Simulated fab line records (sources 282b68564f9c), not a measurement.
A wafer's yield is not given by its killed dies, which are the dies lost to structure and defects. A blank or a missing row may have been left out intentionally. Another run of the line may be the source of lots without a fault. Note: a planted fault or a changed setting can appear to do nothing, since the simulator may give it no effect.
Problem report, 8D (eight disciplines) form, completed by code -- flow rit cmos -- the parts of the form that need people (team, actions taken, sign-off) are left out

## 1. THE ISSUE
spin speed rpm at RIT_PSD_COAT_01 reads a mean of 3412.5 rpm on 9 wafers of 3 lots; wafers without a fault read 3249.9 rpm with a standard deviation of 2.1. Relative to the usual mean, that is a shift of +77 standard deviations.
The step: resist thk 1000 nm.
Seen first at day 4 16:19 on litho track-04, wafer L477.4. At this step, 45 wafers from 15 lots have a number in the record. The rule behind "out" and "out of limits": a value lying over 4 standard deviations away from the usual mean. The other wafers with a number count as sound.

## 2. WHAT IT IS AND WHAT IT IS NOT
question,is,is not
which readings at this step,spin speed rpm,chill plate temp C
which lots,"L477, L480, L483","L470, L471, L472, L473, L474, L475, L476, L488, L489, L490, L491, L493"
which wafers of those lots,all that have a number,-
read on which tools,litho track-04,"litho track-01, litho track-03"
when,from day 4 16:19,"up to then (21 sound wafers); but 15 sound wafers of L488, L489, L490, L491, L493 came after"

## 3. THE SUSPECTS, EACH WITH WHAT RULES IT OUT
Counting: any tool at a process step up to the reading is kept as a suspect provided that every lot that is out went through it and no sound lot did after the first of them.
- litho track-04 at RIT_PSD_COAT_01 (resist thk 1000 nm): kept. It ran every lot that is out, first L477 (day 4 16:19), and no sound lot after that; its last sound lot up to then is L476 (day 4 10:33). On those wafers its own readings are out: spin speed rpm.
Remaining after the count: litho track-04 at RIT_PSD_COAT_01.

## 4. THE CAUSE (what the simulator had put in)
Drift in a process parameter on litho track-04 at RIT_PSD_COAT_01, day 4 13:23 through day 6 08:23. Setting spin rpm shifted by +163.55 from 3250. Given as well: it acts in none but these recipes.
Only this tool survived the counting.

## 5. THE CHAIN OF EFFECTS, in route order
Rows list readings where the struck wafers' mean (over those with a number) sits beyond 3 standard deviations from the usual. Only readings whose record carries a usual standard deviation are examined. hours: median over the lots of the time between each lot's start at the first step of this table that gives one and its start at this step. sigmas: the change, counted in usual standard deviations.
hours,step,reading,usual,on struck wafers,change,sigmas
0,RIT_PSD_COAT_01,spin speed rpm,3249.9 rpm,3412.5,+162.6,+77
It contains these process steps:
- RIT_PSD_COAT_01: resist thk 1000 nm.

## 6. WHAT WOULD HAVE CAUGHT IT SOONER
First out-of-limits reading in this record: day 4 16:19, which is 3 hours after fault onset at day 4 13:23.
